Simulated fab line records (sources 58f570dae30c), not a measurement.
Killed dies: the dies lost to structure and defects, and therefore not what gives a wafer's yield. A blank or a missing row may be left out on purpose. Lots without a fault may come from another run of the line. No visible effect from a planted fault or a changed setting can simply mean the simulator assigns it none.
Split-lot experiment | flow berkeley-cmos170 | route with 331 steps; 5 lots, 23 wafers read

## THE SPLIT
At UCB170_CONTACT_CVD_01 (deposits PSG from SiH4/O2/PH3, target thk 700 nm, time 2820 s), the setting temp-c was moved away from the recipe's 450 C on 15 of the 23 wafers read, by -1.8% to -1.5%. For the rest of the wafers, this setting stayed at what the recipe calls for.

Between the split and the reading, the file records no step.

## THE READING
CONTACT_PSG_THK at UCB170_CONTACT_THK_MEAS_02, in nm. On this fab line, fault-free wafers typically give 703 nm with a standard deviation of 8.3 nm.

wafer  | tool, chamber at the split | temp-c as run, C | against the recipe | CONTACT_PSG_THK, nm | against lot-mates on the recipe
L075.1 | -, -                       | 450              | recipe             | 707                 | -
L075.2 | -, -                       | 450              | recipe             | 713                 | -
L075.3 | -, -                       | 450              | recipe             | 708                 | -
L075.5 | -, -                       | 450              | recipe             | 710                 | -
L075.6 | -, -                       | 450              | recipe             | 706                 | -
L076.1 | -, -                       | 441.8            | -1.8%              | 651                 | no lot-mate on the recipe
L076.2 | -, -                       | 441.8            | -1.8%              | 651                 | no lot-mate on the recipe
L076.3 | -, -                       | 441.8            | -1.8%              | 655                 | no lot-mate on the recipe
L076.4 | -, -                       | 441.8            | -1.8%              | 652                 | no lot-mate on the recipe
L076.5 | -, -                       | 441.8            | -1.8%              | 656                 | no lot-mate on the recipe
L077.1 | lpcvd-01, 0                | 450              | recipe             | 719                 | -
L077.2 | lpcvd-01, 0                | 450              | recipe             | 718                 | -
L077.3 | lpcvd-01, 0                | 450              | recipe             | 720                 | -
L082.2 | -, -                       | 443.3            | -1.5%              | 659                 | no lot-mate on the recipe
L082.3 | -, -                       | 443.3            | -1.5%              | 663                 | no lot-mate on the recipe
L082.4 | -, -                       | 443.3            | -1.5%              | 663                 | no lot-mate on the recipe
L082.5 | -, -                       | 443.3            | -1.5%              | 655                 | no lot-mate on the recipe
L082.6 | -, -                       | 443.3            | -1.5%              | 662                 | no lot-mate on the recipe
L083.1 | -, -                       | 443              | -1.6%              | 671                 | no lot-mate on the recipe
L083.2 | -, -                       | 443              | -1.6%              | 676                 | no lot-mate on the recipe
L083.3 | -, -                       | 443              | -1.6%              | 673                 | no lot-mate on the recipe
L083.4 | -, -                       | 443              | -1.6%              | 678                 | no lot-mate on the recipe
L083.6 | -, -                       | 443              | -1.6%              | 679                 | no lot-mate on the recipe

FIT RESULTS
A straight line over all 23 wafers: CONTACT_PSG_THK changes by +30.8 nm for each +1% of temp-c; r = +0.96; the points scatter about the line by 7.5 nm.
Too few moved wafers with a lot-mate on the recipe to fit a line net of each lot's own level.

## THE WHOLE CHAIN: every reading that the file lists as answering this split, in the file's order
step                       | what it does                                                               | reading                                                                       | change (the file's fit)              | r (the file's)
UCB170_CONTACT_CVD_01      | deposits PSG from SiH4/O2/PH3, target thk 700 nm, time 2820 s              | PSG_of_CONTACT_CVD_01.thk-nm (the simulator's own value, which no gauge read) | +30.8 nm for each +1% of the setting | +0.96
UCB170_CONTACT_THK_MEAS_02 |                                                                            | CONTACT_PSG_THK                                                               | +30.7 for each +1% of the setting    | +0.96
UCB170_CONTACT_ETCH_18     | etches PSG in CHF3/CF4/Ar, stops on TiSi2, target depth 840 nm, time 195 s | etch.depth-nm (the simulator's own value, which no gauge read)                | +30.8 nm for each +1% of the setting | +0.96
UCB170_CONTACT_ETCH_18     | etches PSG in CHF3/CF4/Ar, stops on TiSi2, target depth 840 nm, time 195 s | CONTACT.feature-depth-nm (the simulator's own value, which no gauge read)     | +30.8 nm for each +1% of the setting | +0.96

## FILE'S OWN FIT
CONTACT_PSG_THK changes by +30.7 nm for each +1% of temp-c, r = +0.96.
